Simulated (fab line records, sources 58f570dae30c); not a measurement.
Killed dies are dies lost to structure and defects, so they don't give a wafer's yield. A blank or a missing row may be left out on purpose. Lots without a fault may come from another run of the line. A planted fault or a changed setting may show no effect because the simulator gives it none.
A struck lot beside a sound one | flow berkeley_cmos170 | 14 steps out of a route of 331
Sound: wafers L523.1, L523.2, L523.5. Struck: wafers L531.1, L531.4, L531.5. The cause comes at the end.
At each step with rows: each side's tool, then ch and its chambers, then its first start. Under that, the readings that differ: sound wafers | struck wafers | difference of the means | sigmas: that difference in standard deviations of wafers without a fault.
alike: readings whose means differ by less than 2 such deviations, and words and numbers that are the same on both sides. not compared: withheld readings, readings that some wafer has no value for, bounds like >300 that may hide the same value, and numbers for which the record gives no deviation and whose values overlap.
The two part at a step that has a row with sigmas, a row that says differs or no value, or rows on one side only. Numbers that don't overlap but have no deviation are shown without sigmas and don't part them. A reading that every wafer of one side lacks parts them only if that side has two wafers or more.

UCB170_START_THK_MEAS_03:
  sound on film_metro-04, day 1 17:25; struck on film_metro-01, day 3 11:27
  alike: START_OXIDE_THK
then, 7 steps without rows for these wafers: UCB170_START_ANNEAL_04 (time 1200 s); UCB170_ZERO_HMDS_00 (prime time 60 s); UCB170_ZERO_COAT_01 (resist thk 900 nm); UCB170_ZERO_SOFTBAKE_02 (time 60 s); UCB170_ZERO_EXPOSE_03 (exposes mask PM MARKS, target cd 4000 nm); UCB170_ZERO_PEB_04; UCB170_ZERO_DEVELOP_05 (develop time 45 s).
UCB170_ZERO_ETCH_06: etches SiO2 in CHF3/CF4/Ar, time 12 s.
  sound on rie_diel-04 ch 0,1,2, day 1 22:41; struck on rie_diel-03 ch 1,3, day 3 18:26
  reading                     | sound       | struck      | difference | sigmas
  drypump_motor_current_A (A) | 5.5 5.2 4.9 | 6.2 5.9 5.9 | +0.8       | +2
  alike: cf4_flow_sccm, oes_product_au, throttle_valve_pct
  not compared: rf_hours_counter_h
UCB170_ZERO_STRIP_07: strips in O2.
  sound on plasma_asher-04 ch 0,1, day 1 22:42; struck on plasma_asher-02 ch 0,1, day 3 18:28
  reading                      | sound             | struck            | difference | sigmas
  strip_time_to_endpoint_s (s) | 21.41 21.49 21.46 | 21.56 21.63 21.57 | +0.13      | +2
  alike: drypump_motor_current_A, oes_product_au
  not compared: rf_hours_counter_h
then, 2 steps without rows for these wafers: UCB170_NWELL_WET_ETCH_00 (etches SiO2 in dHF, time 200 s); UCB170_NWELL_OXIDATION_01 (target thk 26.4 nm, ox time 1260 s).
UCB170_NWELL_THK_MEAS_02:
  sound on film_metro-03, day 2 03:34; struck on film_metro-03, day 4 01:00
  reading              | sound          | struck         | difference | sigmas
  NWELL_OXIDE_THK (nm) | 26.6 26.4 26.8 | 29.1 28.8 29.6 | +2.6       | +6
  not compared: hold
UCB170_M3_PROBE_99:
  the record has rows for the sound wafers here (prober-01, day 8 19:34) and none for the struck ones

WHERE THEY PART
First at UCB170_ZERO_ETCH_06; last, within this record, at UCB170_M3_PROBE_99.

WHY: what the simulator had put in
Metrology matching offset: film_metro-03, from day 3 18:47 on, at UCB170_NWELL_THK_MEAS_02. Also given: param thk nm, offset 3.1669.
